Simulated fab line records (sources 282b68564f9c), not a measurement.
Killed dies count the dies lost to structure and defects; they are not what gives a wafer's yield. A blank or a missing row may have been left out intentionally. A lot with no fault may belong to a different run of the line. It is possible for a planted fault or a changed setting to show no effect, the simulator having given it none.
Code-filled problem report in 8D (eight disciplines) form | flow rit_cmos | the parts of the form that need people (team, actions taken, sign-off) are left out

## 1. PROBLEM STATEMENT
Across 6 wafers from 2 lots, GATE_OXIDE_THK at RIT_GATE_THK_MEAS_07 averages 2.52 nm, while fault-free wafers read 3.04 nm with a standard deviation of 0.062. Measured from the usual mean, that is -8.4 standard deviations.
The first sign was on wafer L474.1 at day 3 01:11, on film_metro-02. At this step, 42 wafers from 14 lots have a number in the record. Rule for "out" (also "out of limits"): further than 4 standard deviations from the usual mean. The rest of the wafers with a number are treated as sound.

## 2. WHAT IT IS; WHAT IT IS NOT
question                    | is                           | is not
which readings at this step | GATE_OXIDE_THK               | -
which lots                  | L474, L476                   | L471, L472, L473, L475, L482, L484, L485, L489, L490, L492, L493, L494
which wafers of those lots  | all that have a number       | -
read on which gauges        | film_metro-02, film_metro-03 | film_metro-01
when                        | from day 3 01:11             | up to then (9 sound wafers); but 27 sound wafers of L475, L482, L484, L485, L489, L490, L492, L493, L494 came after

## 3. SUSPECTS, AND WHAT RULES EACH OUT
Counting: a tool stays on the suspect list if, at a process step up to the reading, it processed all lots that are out and no sound lot following the first of them.
- the gauge at RIT_GATE_THK_MEAS_07 has been ruled out. Those wafers that are out were read across 2 gauges (film_metro-02, film_metro-03).
- furnace-04 at RIT_GATE_OXIDATION_05 (target thk 3 nm, ox time 270 s): ruled out as a lasting fault. After its first lot that is out, L474 (day 2 22:43), sound lots L494 ran on it.
Left after counting: nothing in the record.

## 4. THE CAUSE (what the simulator had put in)
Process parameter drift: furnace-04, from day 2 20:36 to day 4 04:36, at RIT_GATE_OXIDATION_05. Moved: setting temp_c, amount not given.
Counting ruled it out, wrongly: the rule takes a fault to strike every lot that its tool runs from its start on, and this one did not.

## 5. SEQUENCE OF EFFECTS, ordered by route
Each row: a reading whose mean over the struck wafers that have a number lies more than 3 standard deviations from the usual. Only readings whose record carries a usual standard deviation are examined. hours: median over the lots of the time between each lot's start at the first step of this table that gives one and its start at this step. sigmas: the change, counted in usual standard deviations.
hours | step                  | reading                | usual   | on struck wafers | change | sigmas
0     | RIT_GATE_OXIDATION_05 | spike_tc_centre_C      | 902.4 C | 888.2            | -14.2  | -14
0     | RIT_GATE_OXIDATION_05 | spike_tc_load_C        | 925.3 C | 910.1            | -15.2  | -12
0     | RIT_GATE_OXIDATION_05 | spike_tc_source_C      | 923.3 C | 910.2            | -13.0  | -12
0     | RIT_GATE_OXIDATION_05 | tube_center_temp_C     | 900 C   | 886              | -14    | -99 or more
0     | RIT_GATE_OXIDATION_05 | tube_center_temp_C_max | 902.4   | 888.5            | -13.9  | -34
2     | RIT_GATE_THK_MEAS_07  | GATE_OXIDE_THK         | 3.04 nm | 2.52             | -0.52  | -8.4
Its process steps:
- RIT_GATE_OXIDATION_05: target thk 3 nm, ox time 270 s.

## 6. WHAT WOULD HAVE CAUGHT IT SOONER
Counted from the fault's start at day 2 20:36, it took 5 hours until the first out-of-limits reading at a measuring or inspecting step in this record, taken at day 3 01:11.
Tool's own readings at RIT_GATE_OXIDATION_05, spike_tc_centre_C, spike_tc_load_C, spike_tc_source_C, tube_center_temp_C, tube_center_temp_C_max: out on all struck wafers the step has rows for; an alarm limit on them would have tripped on the first.
